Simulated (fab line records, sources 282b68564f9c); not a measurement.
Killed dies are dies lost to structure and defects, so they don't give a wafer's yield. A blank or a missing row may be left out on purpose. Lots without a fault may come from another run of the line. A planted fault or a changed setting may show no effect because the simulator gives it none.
Problem report in the 8D (eight disciplines) form, filled by code | flow rit_cmos | the parts of the form that need people (team, actions taken, sign-off) are left out

1. THE PROBLEM
ACTIVE_NITRIDE_THK at RIT_ACTIVE_THK_MEAS_04 reads a mean of 134.2 nm on 6 wafers of 2 lots; wafers without a fault read 149.9 nm with a standard deviation of 1.5. That is -10 standard deviations from the usual mean.
First seen on wafer L142.2, day 3 16:50, on film_metro-02. The record holds 39 wafers of 13 lots with a number at this step. Rule for "out", or "out of limits": more than 4 standard deviations from the usual mean. The other wafers with a number count as sound.

2. WHAT IT IS AND WHAT IT IS NOT
question                    | is                           | is not
which readings at this step | ACTIVE_NITRIDE_THK           | -
which lots                  | L142, L145                   | L132, L133, L134, L135, L136, L137, L139, L140, L141, L146, L154
which wafers of those lots  | all that have a number       | -
read on which gauges        | film_metro-02, film_metro-03 | film_metro-01
when                        | from day 3 16:50             | up to then (27 sound wafers); but 6 sound wafers of L146, L154 came after

3. SUSPECTS, AND WHAT RULES EACH OUT
Counting: a tool at a process step up to the reading stays a suspect if it ran every lot that is out and no sound lot after the first of them.
- the gauge at RIT_ACTIVE_THK_MEAS_04: ruled out. The wafers that are out were read on 2 gauges (film_metro-02, film_metro-03).
- lpcvd-01 at RIT_ACTIVE_CVD_03 (deposits Si3N4 from SiH2Cl2/NH3, target thk 150 nm, time 1500 s): kept. It ran every lot that is out, first L142 (day 3 15:24), and no sound lot after that; its last sound lot up to then is L139 (day 3 00:50).
Left after counting: lpcvd-01 at RIT_ACTIVE_CVD_03.

4. THE CAUSE (what the simulator had put in)
Site profile drift: lpcvd-01, from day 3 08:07 on, at RIT_ACTIVE_CVD_03. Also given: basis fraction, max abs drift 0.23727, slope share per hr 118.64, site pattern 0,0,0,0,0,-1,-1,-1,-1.
Counting left only this tool.

5. THE CHAIN OF EFFECTS, in route order
Each row: a reading whose mean over the struck wafers that have a number lies more than 3 standard deviations from the usual. Only readings for which the record gives a usual standard deviation are gone through. hours: the time from each lot's start at the first step in this table that gives one to its start at this step, as a median over the lots. sigmas: the change in usual standard deviations.
hours | step                   | reading            | usual      | on struck wafers | change | sigmas
0     | RIT_ACTIVE_THK_MEAS_04 | ACTIVE_NITRIDE_THK | 149.9 nm   | 134.2            | -15.7  | -10
4     | RIT_ACTIVE_ETCH_13     | oes_product_au     | 0.823 a.u. | 0.774            | -0.049 | -3.5
The process steps in it:
- RIT_ACTIVE_ETCH_13: etches Si3N4 in SF6, stops on SiO2, time 210 s, target depth 210 nm.

6. WHAT WOULD HAVE CAUGHT IT SOONER
In this record the first reading out of limits at a measuring or inspecting step was taken at day 3 16:50, 9 hours after the fault began at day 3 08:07.
Of the tool readings at RIT_ACTIVE_CVD_03 for which the record gives a usual standard deviation, none was out on any struck wafer, so an alarm limit of 4 standard deviations on them would not have fired.
Of the lots that are out (2), L145 began RIT_ACTIVE_CVD_03 on lpcvd-01 after day 3 16:50. A hold on the tool at that time would have spared it.
